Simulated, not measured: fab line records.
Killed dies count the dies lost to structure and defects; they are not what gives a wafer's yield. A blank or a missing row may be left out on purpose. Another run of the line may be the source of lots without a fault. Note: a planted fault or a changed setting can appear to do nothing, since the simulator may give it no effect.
A single fault, viewed from 2 desks	flow berkeley cmos170	numbers are kept per desk, each desk with only its own; the story behind them comes last

AT THE METROLOGY DESK
What the gauges read for every lot (on any tool): the sampled wafers with a number, averaged. Any lot whose mean is over 4 standard deviations away from the usual mean is out of limits and marked OUT; that distance is given in the brackets.
Columns: A = cd nm at UCB170_PSD_CD_MEAS_06, usual 1199.6 nm
lot	first seen here	A
L689	day 7 08:56	1199.6
L687	day 7 09:05	1200.1
L692	day 8 11:46	1200.1
L691	day 8 12:04	1199.1
L696	day 8 22:49	1199.6
L693	day 8 22:55	1197.5
L698	day 10 09:52	1203.1
L697	day 10 09:58	1178.7 (-15) OUT
L702	day 10 23:50	1179.1 (-15) OUT
L705	day 11 12:07	1199.3
L707	day 11 23:20	1201.9
L710	day 12 17:10	1199.6
L709	day 12 17:17	1198.2
L708	day 12 17:26	1200.2
This desk's finding: out of limits on L697, L702; first on L697, day 10 09:58 (cd nm at UCB170_PSD_CD_MEAS_06). Within limits: L689, L687, L692, L691, L696, L693, L698, L705, L707, L710, L709, L708.

THE TOOL OWNER'S DESK: litho track-02
UCB170_PSD_PEB_04, tool's own readings: per-lot mean of the sampled wafers with a number, covering each lot this tool ran. Any lot whose mean is over 4 standard deviations away from the usual mean is out of limits and marked OUT; that distance is given in the brackets.
Columns: A = heater power total W at UCB170_PSD_PEB_04, usual 56.81 W; B = plate temp C at UCB170_PSD_PEB_04, usual 129.98 C
lot	first seen here	A	B
L689	day 7 08:40	56.83	129.98
L696	day 8 22:33	56.78	129.88
L697	day 10 09:42	55.26 (-33) OUT	127.24 (-23) OUT
L702	day 10 23:34	55.28 (-33) OUT	127.40 (-22) OUT
This desk's finding: out of limits on L697, L702; first on L697, day 10 09:42 (heater power total W at UCB170_PSD_PEB_04). Within limits: L689, L696.

ALL TOGETHER
The tool owner's desk could have raised an alarm at day 10 09:42, on L697, L702.
The metrology desk could have raised an alarm at day 10 09:58, on L697, L702.
All the named lots went through UCB170_PSD_PEB_04 on litho track-02.

WHAT THE SIMULATOR HAD INSERTED
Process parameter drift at UCB170_PSD_PEB_04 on litho track-02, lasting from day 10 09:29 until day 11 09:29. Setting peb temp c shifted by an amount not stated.
Lots struck among those shown: L697, L702.
Fault start to first reading out of limits, in hours, per desk: tool owner, 0; metrology, 0.
